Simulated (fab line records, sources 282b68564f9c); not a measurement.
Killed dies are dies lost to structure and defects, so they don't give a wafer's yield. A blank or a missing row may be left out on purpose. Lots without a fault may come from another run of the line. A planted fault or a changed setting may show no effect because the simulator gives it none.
One fault seen from 2 desks | flow rit_cmos | each desk has only its own numbers; what lay behind them comes last

THE METROLOGY DESK
What the gauges read, lot by lot, whatever tool the lot ran on: means of the sampled wafers that have a number. A lot is out of limits, marked OUT, if its mean lies more than 4 standard deviations from the usual mean; the brackets give that distance.
Columns: A = PWELL_TW at RIT_PWELL_TW_MEAS_10, usual 952; B = PLDD_TW at RIT_PLDD_TW_MEAS_10, usual 2363; C = PLDD_RS at RIT_SDANNEAL_RS_MEAS_06, usual 178.5 ohm/sq; D = SILICIDE_TI_RS at RIT_SILICIDE_RS_MEAS_02, usual 47.8 ohm/sq
lot  | first seen here | A   | B               | C               | D
L490 | day 2 01:34     | 949 | 2382            | 177.8           | 46.9
L491 | day 2 09:29     | 949 | 2377            | 178.2           | 47.2
L492 | day 2 13:27     | 950 | 2379            | 178.0           | 48.1
L494 | day 2 22:32     | 944 | 2357            | 178.1           | 48.1
L495 | day 3 02:45     | 951 | 2365            | 178.7           | 47.5
L496 | day 3 07:27     | 958 | 2351            | 178.6           | 47.3
L498 | day 3 17:52     | 958 | 2348            | 178.7           | 48.1
L503 | day 4 17:13     | 949 | 2363            | 179.7           | 47.2
L505 | day 5 05:13     | 956 | 2415 (+4.7) OUT | 172.4 (-11) OUT | 48.6
L506 | day 5 09:40     | 958 | 2417 (+4.9) OUT | 172.7 (-10) OUT | 48.2
L507 | day 5 13:22     | 953 | 2367            | 179.0           | 47.7
L510 | day 6 05:35     | 950 | 2365            | 178.9           | 47.5
L512 | day 6 15:02     | 951 | 2356            | 178.0           | 46.9
L513 | day 6 19:11     | 958 | 2359            | 178.4           | 48.3
This desk's finding: out of limits on L505, L506; first on L505, day 6 03:52 (PLDD_TW at RIT_PLDD_TW_MEAS_10). In limits: L490, L491, L492, L494, L495, L496, L498, L503, L507, L510, L512, L513.

THE TOOL OWNER'S DESK: implanter-03
The tool's own readings at RIT_PLDD_IMPLANT_08: means of the sampled wafers that have a number, for each lot that ran on this tool. A lot is out of limits, marked OUT, if its mean lies more than 4 standard deviations from the usual mean; the brackets give that distance.
Columns: A = beam_on_s at RIT_PLDD_IMPLANT_08, usual 10.01 s; B = dose_ions_cm2 at RIT_PLDD_IMPLANT_08, usual 8.998e+14; C = faraday_current_uA at RIT_PLDD_IMPLANT_08, usual 2818
lot  | first seen here | A     | B                   | C
L491 | day 3 08:34     | 9.92  | 8.994e+14           | 2854
L492 | day 3 11:55     | 10.04 | 8.999e+14           | 2814
L494 | day 3 23:52     | 10.44 | 8.991e+14           | 2705
L496 | day 4 06:46     | 9.95  | 9.003e+14           | 2839
L505 | day 6 03:33     | 10.03 | 9.683e+14 (+79) OUT | 3023
L506 | day 6 07:46     | 9.93  | 9.690e+14 (+80) OUT | 3055 (+4.1) OUT
This desk's finding: out of limits on L505, L506; first on L505, day 6 03:33 (dose_ions_cm2 at RIT_PLDD_IMPLANT_08). In limits: L491, L492, L494, L496.

PUT TOGETHER
The tool owner's desk could have raised an alarm at day 6 03:33, on L505, L506.
The metrology desk could have raised an alarm at day 6 03:52, on L505, L506.
Of the lots named, all ran RIT_PLDD_IMPLANT_08 on implanter-03.

WHAT THE SIMULATOR HAD PUT IN
Process parameter drift: implanter-03, from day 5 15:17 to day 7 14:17, at RIT_PLDD_IMPLANT_08. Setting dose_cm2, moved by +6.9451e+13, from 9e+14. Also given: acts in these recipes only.
Lots struck among those shown: L505, L506.
Hours from the fault's start to each desk's first reading out of limits: the tool owner's desk, 12; the metrology desk, 13.
